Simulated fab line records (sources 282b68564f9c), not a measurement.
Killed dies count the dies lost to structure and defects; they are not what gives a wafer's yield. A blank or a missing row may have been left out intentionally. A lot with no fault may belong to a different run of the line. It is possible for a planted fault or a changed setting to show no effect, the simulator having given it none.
Which tool was responsible? -- flow rit_cmos -- Sampling: 13 lots, 39 wafers, 2 of 202 route steps

## WHAT EACH GAUGE READ, for each wafer
The record holds no reading of a measuring or inspecting step that can be judged against a usual standard deviation.

## WHICH TOOL RAN EACH LOT (tool, then ch and the chambers of the sampled wafers, then the start)
lot,RIT_GATE_ETCH_19,RIT_M1_PROBE_99
L423,"rie_si-01 ch 0,1, day 2 17:46","prober-02, day 3 16:11"
L424,"rie_si-02 ch 2,3, day 2 19:39","prober-02, day 3 17:25"
L425,"rie_si-01 ch 0,2, day 3 04:30","prober-01, day 4 01:43"
L427,"rie_si-01 ch 0,2,3, day 3 15:20","prober-01, day 4 14:40"
L429,"rie_si-01 ch 0,1,2, day 3 21:23","prober-01, day 4 17:41"
L430,"rie_si-02 ch 0,1,2, day 4 00:28","prober-02, day 4 21:59"
L431,"rie_si-01 ch 0,2,3, day 4 05:23","prober-01, day 5 01:45"
L432,"rie_si-02 ch 1,2,3, day 4 11:25","prober-02, day 5 07:49"
L433,"rie_si-01 ch 0,1,3, day 4 18:17","prober-01, day 5 15:20"
L437,"rie_si-01 ch 0,1,3, day 5 11:54","prober-01, day 6 08:25"
L438,"rie_si-02 ch 1,2, day 5 17:10","prober-02, day 6 13:30"
L444,"rie_si-02 ch 1,2,3, day 7 00:16","prober-02, day 7 20:59"
L446,"rie_si-02 ch 1,2,3, day 7 08:20","prober-02, day 8 04:20"
- RIT_GATE_ETCH_19: etches poly-Si in SF6/CHF3/O2, stops on SiO2, time 165 s, target depth 312.5 nm.
- RIT_M1_PROBE_99

## WHAT THE TOOLS THEMSELVES READ (means of the sampled wafers that have a number; where no wafer has one, the mark that the record gives instead)
RIT_GATE_ETCH_19. Usual: CHF3_flow_sccm 30.00 sccm, standard deviation 0.091; drypump_motor_current_A 5.7 A, standard deviation 0.53; oes_product_au 0.840 a.u., standard deviation 0.014; run_length_s 193.2 s, standard deviation 0.33; throttle_valve_pct 10.28 %, standard deviation 0.051.
lot,tool,CHF3_flow_sccm (sccm),drypump_motor_current_A (A),oes_product_au (a.u.),run_length_s (s),throttle_valve_pct (%),flag
L423,rie_si-01,30.09,5.3,0.826,193.1,10.24,
L424,rie_si-02,30.00,6.1,0.856,192.9,10.28,
L425,rie_si-01,30.03,5.5,0.827,193.2,10.23,
L427,rie_si-01,29.98,5.9,0.827,193.3,10.26,
L429,rie_si-01,30.00,5.5,0.828,193.2,10.24,
L430,rie_si-02,30.10,5.3,0.829,193.0,10.31,
L431,rie_si-01,29.99,6.0,0.833,193.3,10.25,
L432,rie_si-02,30.06,5.8,0.840,192.8,10.28,
L433,rie_si-01,30.00,5.7,0.835,193.6,10.27,
L437,rie_si-01,29.95,5.7,0.806,202.7,10.27,OFF
L438,rie_si-02,30.09,5.5,0.856,193.1,10.34,
L444,rie_si-02,29.96,5.7,0.847,192.9,10.30,
L446,rie_si-02,29.90,5.8,0.850,192.8,10.30,

RIT_M1_PROBE_99. Usual: killed_at_M0_to_M3 0.0, standard deviation 0.2; killed_at_contacts 0.2, standard deviation 0.38; killed_at_front_end 6.7, standard deviation 3; killed_dies 6.9, standard deviation 3; killed_open 3.5, standard deviation 1.9; killed_short 3.3, standard deviation 2.
lot,tool,killed_at_M0_to_M3,killed_at_contacts,killed_at_front_end,killed_dies,killed_open,killed_short,flag
L423,prober-02,0.0,0.0,10.0,10.0,4.3,5.7,
L424,prober-02,0.0,0.3,4.0,4.3,1.7,2.0,
L425,prober-01,0.0,0.0,11.7,11.7,5.0,6.7,
L427,prober-01,0.0,0.3,8.0,8.3,5.0,3.3,
L429,prober-01,0.0,0.0,3.0,3.0,2.3,0.7,
L430,prober-02,0.7,0.0,7.0,7.7,4.0,3.0,OFF
L431,prober-01,0.0,0.7,4.7,5.3,2.0,2.7,
L432,prober-02,0.0,0.0,9.0,9.0,5.0,4.0,
L433,prober-01,0.0,0.0,5.0,5.0,3.0,2.0,
L437,prober-01,0.0,0.0,5.3,5.3,3.3,2.0,
L438,prober-02,0.0,0.3,6.0,6.3,3.3,3.0,
L444,prober-02,0.0,0.3,5.3,5.7,3.3,2.3,
L446,prober-02,0.0,0.0,10.7,10.7,5.3,5.3,

## THE ANSWER, worked out from the rows above alone
Rule: lot off if the mean of its wafers having a number is beyond 3 standard deviations from the usual mean. A lot without any number at a reading at which 4 lots or more have one is off too. Where the step has rows for the other lots, those lots are counted as sound. The gauges are gone through in route order, then the tools' own readings, and for those a lot's mean is taken as printed above. The first step at which some lot is off is used, and at that step the reading that is off furthest; a lot without a number counts as furthest.
Off at RIT_GATE_ETCH_19 (run_length_s): L437.
If a tool, at that step or one of the process steps before it, ran each lot that is off and ran no sound lot following the first of them, it fits. One fits: rie_si-01 at RIT_GATE_ETCH_19. A fault onset in the window from L433 (day 4 18:17, its last sound lot) to L437 (day 5 11:54, its first lot off) fits.
On the lots that are off, the tool's own readings at RIT_GATE_ETCH_19 differ by more than 5 times the standard deviation of the sound lots' means, which bears it out; run_length_s reads 202.7 s there versus 193.1 s on the sound lots.

## WHAT THE SIMULATOR HAD PUT IN
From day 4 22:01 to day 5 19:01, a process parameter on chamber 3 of rie_si-01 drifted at RIT_GATE_ETCH_19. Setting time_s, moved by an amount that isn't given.
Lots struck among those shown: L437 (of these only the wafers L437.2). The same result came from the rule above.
